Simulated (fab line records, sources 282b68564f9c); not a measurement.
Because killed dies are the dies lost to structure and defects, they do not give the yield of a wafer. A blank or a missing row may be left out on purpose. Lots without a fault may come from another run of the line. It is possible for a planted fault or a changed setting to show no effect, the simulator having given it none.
What tool caused it? | flow ritCmos | Sampling: 14 lots, 42 wafers, 6 of 202 route steps

## WHAT EACH GAUGE READ, for each wafer
RIT_REOX_THK_MEAS_04.
lot  | measured    | on           | REOX_OXIDE_THK (nm)
L390 | day 2 16:38 | filmMetro-03 | 25.6 25.5 25.5
L392 | day 3 02:44 | filmMetro-03 | 25.6 25.6 25.4
L393 | day 3 07:59 | filmMetro-03 | 25.1 24.9 25.2
L394 | day 3 13:44 | filmMetro-03 | 25.8 25.7 25.6
L395 | day 3 21:36 | filmMetro-03 | 25.0 24.4 24.5
L396 | day 3 23:26 | filmMetro-04 | 24.6 25.4 25.4
L397 | day 4 03:55 | filmMetro-02 | 25.8 25.7 25.8
L399 | day 4 14:43 | filmMetro-02 | 25.1 25.1 25.4
L401 | day 5 00:02 | filmMetro-03 | 24.8 25.3 25.3
L407 | day 6 07:56 | filmMetro-03 | 25.0 25.5 25.6
L409 | day 6 14:53 | filmMetro-03 | 24.9 24.8 25.1
L411 | day 7 00:41 | filmMetro-04 | 24.5 24.8 25.5
L412 | day 7 08:11 | filmMetro-03 | 25.0 25.5 25.3
L413 | day 7 12:37 | filmMetro-02 | 25.1 23.9 24.6

RIT_PLDD_TW_MEAS_10.
lot  | measured    | on           | PLDD_TW
L390 | day 2 19:43 | filmMetro-02 | 2310 2319 2309
L392 | day 3 05:39 | filmMetro-04 | 2379 2356 2375
L393 | day 3 10:59 | filmMetro-02 | 2331 2318 2311
L394 | day 3 16:58 | filmMetro-01 | 2425 2409 2411
L395 | day 4 00:34 | filmMetro-02 | 2332 2322 2322
L396 | day 4 02:17 | filmMetro-02 | 2313 2312 2308
L397 | day 4 06:53 | filmMetro-01 | 2423 2416 2406
L399 | day 4 17:48 | filmMetro-04 | 2361 2358 2375
L401 | day 5 03:28 | filmMetro-01 | 2403 2403 2417
L407 | day 6 11:02 | filmMetro-02 | 2587 2591 2591
L409 | day 6 17:52 | filmMetro-01 | 2696 2707 2694
L411 | day 7 03:41 | filmMetro-02 | 2313 2317 2306
L412 | day 7 11:11 | filmMetro-04 | 2353 2349 2342
L413 | day 7 15:43 | filmMetro-04 | 2342 2350 2351

RIT_SDANNEAL_RS_MEAS_06: a four-point-probe measurement.
lot  | measured    | on           | PLDD_RS (ohm/sq)
L390 | day 3 03:05 | filmMetro-04 | 178.7 179.4 179.4
L392 | day 3 12:18 | filmMetro-01 | 178.7 178.9 178.4
L393 | day 3 17:18 | filmMetro-04 | 177.6 178.2 178.1
L394 | day 3 23:18 | filmMetro-02 | 178.1 178.2 177.6
L395 | day 4 06:38 | filmMetro-02 | 178.5 178.3 178.8
L396 | day 4 08:43 | filmMetro-04 | 178.0 178.1 178.5
L397 | day 4 13:27 | filmMetro-01 | 178.0 178.1 178.4
L399 | day 5 00:01 | filmMetro-02 | 178.5 178.9 178.6
L401 | day 5 09:59 | filmMetro-01 | 178.6 178.4 178.2
L407 | day 6 17:23 | filmMetro-02 | 157.3 157.3 157.2
L409 | day 7 00:14 | filmMetro-02 | 157.4 157.9 157.0
L411 | day 7 10:05 | filmMetro-02 | 179.2 178.9 179.0
L412 | day 7 17:20 | filmMetro-01 | 177.8 178.6 178.3
L413 | day 7 21:47 | filmMetro-04 | 178.8 179.3 179.5

## WHAT TOOL EACH LOT RAN ON (gives the tool, then ch and the chambers of the sampled wafers, and finally the start)
lot  | RIT_GATE_STRIP_20                  | RIT_PLDD_IMPLANT_08            | RIT_NSD_STRIP_09
L390 | plasmaAsher-02 ch 0,1, day 2 13:22 | implanter-03 ch 0, day 2 19:23 | plasmaAsher-01 ch 0,1, day 3 00:38
L392 | plasmaAsher-02 ch 0, day 2 22:08   | implanter-03 ch 0, day 3 05:20 | plasmaAsher-01 ch 0,1, day 3 09:51
L393 | plasmaAsher-02 ch 1, day 3 03:38   | implanter-04 ch 0, day 3 10:39 | plasmaAsher-04 ch 1, day 3 14:52
L394 | plasmaAsher-02 ch 0,1, day 3 09:52 | implanter-01 ch 0, day 3 16:38 | plasmaAsher-04 ch 0,1, day 3 20:50
L395 | plasmaAsher-02 ch 1, day 3 17:19   | implanter-03 ch 0, day 4 00:15 | plasmaAsher-01 ch 0,1, day 4 04:17
L396 | plasmaAsher-01 ch 0,1, day 3 19:48 | implanter-04 ch 0, day 4 01:58 | plasmaAsher-04 ch 0, day 4 06:17
L397 | plasmaAsher-02 ch 0,1, day 3 23:38 | implanter-03 ch 0, day 4 06:33 | plasmaAsher-03 ch 0,1, day 4 10:49
L399 | plasmaAsher-01 ch 0,1, day 4 11:28 | implanter-01 ch 0, day 4 17:29 | plasmaAsher-01 ch 0,1, day 4 21:40
L401 | plasmaAsher-02 ch 0,1, day 4 20:20 | implanter-04 ch 0, day 5 03:10 | plasmaAsher-03 ch 0,1, day 5 07:22
L407 | plasmaAsher-02 ch 0,1, day 6 04:43 | implanter-04 ch 0, day 6 10:43 | plasmaAsher-01 ch 0, day 6 14:47
L409 | plasmaAsher-01 ch 0,1, day 6 11:41 | implanter-04 ch 0, day 6 17:35 | plasmaAsher-01 ch 0,1, day 6 21:44
L411 | plasmaAsher-02 ch 0,1, day 6 21:28 | implanter-03 ch 0, day 7 03:22 | plasmaAsher-03 ch 0,1, day 7 07:35
L412 | plasmaAsher-02 ch 0,1, day 7 03:46 | implanter-03 ch 0, day 7 10:42 | plasmaAsher-03 ch 0,1, day 7 15:00
L413 | plasmaAsher-02 ch 0,1, day 7 09:05 | implanter-03 ch 0, day 7 15:25 | plasmaAsher-01 ch 0,1, day 7 19:29
- RIT_GATE_STRIP_20: strips in O2, time 180 s.
- RIT_PLDD_IMPLANT_08
- RIT_NSD_STRIP_09: strips in O2, time 180 s.

## WHAT THE TOOLS THEMSELVES READ (means of the sampled wafers that have a number; where no wafer has one, the mark that the record gives instead)
RIT_GATE_STRIP_20.
lot  | tool           | drypumpMotorCurrentA (A)
L390 | plasmaAsher-02 | 5.4
L392 | plasmaAsher-02 | 5.1
L393 | plasmaAsher-02 | 6.0
L394 | plasmaAsher-02 | 5.7
L395 | plasmaAsher-02 | 6.0
L396 | plasmaAsher-01 | 5.8
L397 | plasmaAsher-02 | 5.4
L399 | plasmaAsher-01 | 5.8
L401 | plasmaAsher-02 | 5.5
L407 | plasmaAsher-02 | 5.7
L409 | plasmaAsher-01 | 6.1
L411 | plasmaAsher-02 | 5.7
L412 | plasmaAsher-02 | 5.4
L413 | plasmaAsher-02 | 5.7

RIT_PLDD_IMPLANT_08.
lot  | tool         | beamEnergyKeV | doseIonsCm2 | endStationPressureTorr (Torr) | faradayCurrentUA
L390 | implanter-03 | 20.004        | 9.001e+14   | 7.1e-06                       | 2811
L392 | implanter-03 | 19.999        | 9.020e+14   | 7.4e-06                       | 2824
L393 | implanter-04 | 20.001        | 8.992e+14   | 7.0e-06                       | 2850
L394 | implanter-01 | 19.999        | 9.009e+14   | 7.3e-06                       | 2835
L395 | implanter-03 | 20.001        | 8.997e+14   | 7.6e-06                       | 2771
L396 | implanter-04 | 19.992        | 9.009e+14   | 7.2e-06                       | 2865
L397 | implanter-03 | 20.003        | 9.002e+14   | 7.2e-06                       | 2802
L399 | implanter-01 | 19.999        | 9.005e+14   | 7.1e-06                       | 2831
L401 | implanter-04 | 19.992        | 9.003e+14   | 7.5e-06                       | 2855
L407 | implanter-04 | 19.997        | 1.455e+15   | 8.6e-06                       | 4444
L409 | implanter-04 | 20.001        | 1.454e+15   | 8.4e-06                       | 4511
L411 | implanter-03 | 19.998        | 8.987e+14   | 7.2e-06                       | 2863
L412 | implanter-03 | 19.999        | 8.996e+14   | 7.5e-06                       | 2801
L413 | implanter-03 | 19.999        | 9.001e+14   | 7.3e-06                       | 2829

RIT_NSD_STRIP_09.
lot  | tool           | drypumpMotorCurrentA (A)
L390 | plasmaAsher-01 | 5.8
L392 | plasmaAsher-01 | 6.0
L393 | plasmaAsher-04 | 5.8
L394 | plasmaAsher-04 | 5.7
L395 | plasmaAsher-01 | 5.8
L396 | plasmaAsher-04 | 5.6
L397 | plasmaAsher-03 | 5.9
L399 | plasmaAsher-01 | 5.8
L401 | plasmaAsher-03 | 5.8
L407 | plasmaAsher-01 | 5.6
L409 | plasmaAsher-01 | 6.1
L411 | plasmaAsher-03 | 5.8
L412 | plasmaAsher-03 | 5.8
L413 | plasmaAsher-01 | 6.1

## THE ANSWER, worked out from the rows above alone
Rule: the usual values come from the lots themselves. Put in order of their means at a reading, lots are off if they are a third of the lots or fewer, leave a main group of 4 or more, and stand apart from it by a gap of 3 or more times the standard deviation of the main group's means; of several such gaps the widest counts. The tables above print the reading to a certain number of digits; a main group whose means all agree to those digits is not used. A lot without any number at a reading at which 4 lots or more have one is off too. Any other lot the step has rows for is counted as sound. First the gauges in route order, then the tools' own readings, where a lot's mean is used as printed above. The first step at which some lot is off is used, and at that step the reading that is off furthest; a lot without a number counts as furthest.
Off: L407, L409, at RIT_PLDD_TW_MEAS_10 (PLDD_TW). The main group has a mean of 2354 with a standard deviation of 39.
If a tool, at a process step before that reading, ran all the lots that are off and no sound lot after the first of them, it fits. The gauges at RIT_PLDD_TW_MEAS_10 aren't tried: what is off there is off at RIT_PLDD_IMPLANT_08 too, on other tools, and a gauge's error can't cause that. One fits: implanter-04 at RIT_PLDD_IMPLANT_08. A fault onset in the window from L401 (day 5 03:10, its last sound lot) to L407 (day 6 10:43, its first lot off) fits.
The tool's own readings at RIT_PLDD_IMPLANT_08 bear it out: on the lots that are off they differ by more than 5 times the standard deviation of the sound lots' means. doseIonsCm2 reads 1.454e+15 there against 9.002e+14 on the sound lots; endStationPressureTorr reads 8.5e-06 Torr there against 7.3e-06 Torr on the sound lots; faradayCurrentUA reads 4478 there against 2828 on the sound lots.

## WHAT THE SIMULATOR HAD INSERTED
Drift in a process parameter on implanter-04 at RIT_PLDD_IMPLANT_08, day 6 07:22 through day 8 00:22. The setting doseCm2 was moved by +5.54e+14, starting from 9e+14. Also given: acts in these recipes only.
Struck lots among those shown: L407, L409. The rule given above showed the same thing.
